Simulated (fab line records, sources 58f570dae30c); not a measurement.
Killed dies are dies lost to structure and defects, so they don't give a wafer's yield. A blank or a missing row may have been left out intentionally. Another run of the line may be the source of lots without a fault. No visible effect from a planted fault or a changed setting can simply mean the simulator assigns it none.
Lot-split experiment ; flow berkeleyCmos170 ; 23 wafers read from 5 lots, route of 331 steps

## SPLIT DETAILS
At UCB170_SILICIDE_SPUTTER_01 (material Ti, target thk 30 nm, time 25 s), the setting powerW was moved away from the recipe's 1500 W on 6 of the 23 wafers read, by -5.1% to -4.7%. The other wafers ran this setting at the recipe's value.

Split to reading: the file shows no intervening step.

## THE READING
SILICIDE_TI_THK, in nm, at UCB170_SILICIDE_THK_MEAS_03 (measures by xrf). On this fab line, fault-free wafers typically give 29.6 nm with a standard deviation of 0.48 nm.

wafer;tool, chamber at the split;powerW as run, W;against the recipe;SILICIDE_TI_THK, nm;against lot-mates on the recipe
L076.1;pvdSputter-02, -;1500;recipe;30.4;-
L076.2;pvdSputter-02, -;1500;recipe;30.0;-
L076.3;pvdSputter-02, -;1429;-4.7%;28.6;-1.6
L076.4;pvdSputter-02, -;1429;-4.7%;28.3;-1.9
L076.5;pvdSputter-02, -;1429;-4.7%;28.7;-1.5
L080.2;pvdSputter-01, -;1500;recipe;29.1;-
L080.3;pvdSputter-01, -;1500;recipe;29.3;-
L080.6;pvdSputter-01, -;1500;recipe;29.1;-
L081.1;pvdSputter-01, -;1423;-5.1%;27.8;-1.4
L081.3;pvdSputter-01, -;1423;-5.1%;28.0;-1.2
L081.4;pvdSputter-01, -;1500;recipe;29.2;-
L081.5;pvdSputter-01, -;1500;recipe;29.3;-
L081.6;pvdSputter-01, -;1423;-5.1%;27.8;-1.4
L085.1;pvdSputter-04, -;1500;recipe;29.5;-
L085.2;pvdSputter-04, -;1500;recipe;30.1;-
L085.3;pvdSputter-04, -;1500;recipe;30.6;-
L085.4;pvdSputter-04, -;1500;recipe;29.9;-
L085.6;pvdSputter-04, -;1500;recipe;30.5;-
L084.1;pvdSputter-04, -;1500;recipe;30.1;-
L084.2;pvdSputter-04, -;1500;recipe;29.7;-
L084.3;pvdSputter-04, -;1500;recipe;29.2;-
L084.4;pvdSputter-04, -;1500;recipe;28.9;-
L084.6;pvdSputter-04, -;1500;recipe;29.9;-

FIT RESULTS
A straight line over all 23 wafers: SILICIDE_TI_THK changes by +0.306 nm for each +1% of powerW; r = +0.81; the points scatter about the line by 0.5 nm.
The same after taking each lot's own level away (the mean of its wafers on the recipe; 23 wafers): +0.307 nm for each +1%; r = +0.90; scatter 0.33 nm.
That fit puts the effect of the largest move of powerW on the reading at 1.6 nm.
Across the lots, their own levels run from 29.17 to 30.20 nm, a range of 2.2 times the standard deviation given above.
The two slopes agree, so the slope changes little with the lot-to-lot level.
Check: with one of the wafers moved furthest among these (-5.1%) left out of the fit, the line predicts -1.61 nm for it against its lot-mates. Against them it came out at -1.45 nm.

## THESE WAFERS: OTHER SPLITS
Other splits were also applied to these wafers ahead of the reading. Each is held against what the fit with the lots' levels taken away leaves over:
other split on the same wafers;wafers away from the commonest value;r with SILICIDE_TI_THK (lot level and that fit taken away)
UCB170_ZERO_COAT_01 spinRpm;5;+0.22
UCB170_ZERO_ETCH_06 rfW;8;+0.19
UCB170_PWELL_IMPLANT_15 energyKev;5;+0.32
UCB170_WELLDRIVE_OXIDATION_01 oxTimeS;18;-0.07
UCB170_ACTIVE_OXIDATION_02 tempC;5;+0.21
UCB170_ACTIVE_SOFTBAKE_09 timeS;9;+0.02
UCB170_PFIELD_IMPLANT_07 energyKev;10;+0.23
UCB170_GATE_OXIDATION_01 oxTimeS;15;+0.08
UCB170_NLDD_IMPLANT_08 energyKev;9;+0.11
UCB170_PSD_COAT_01 spinRpm;6;-0.09
UCB170_NSD_PEB_04 pebTempC;11;-0.09

## THE FILE'S OWN FIT
SILICIDE_TI_THK changes by +0.312 nm for each +1% of powerW, r = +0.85.
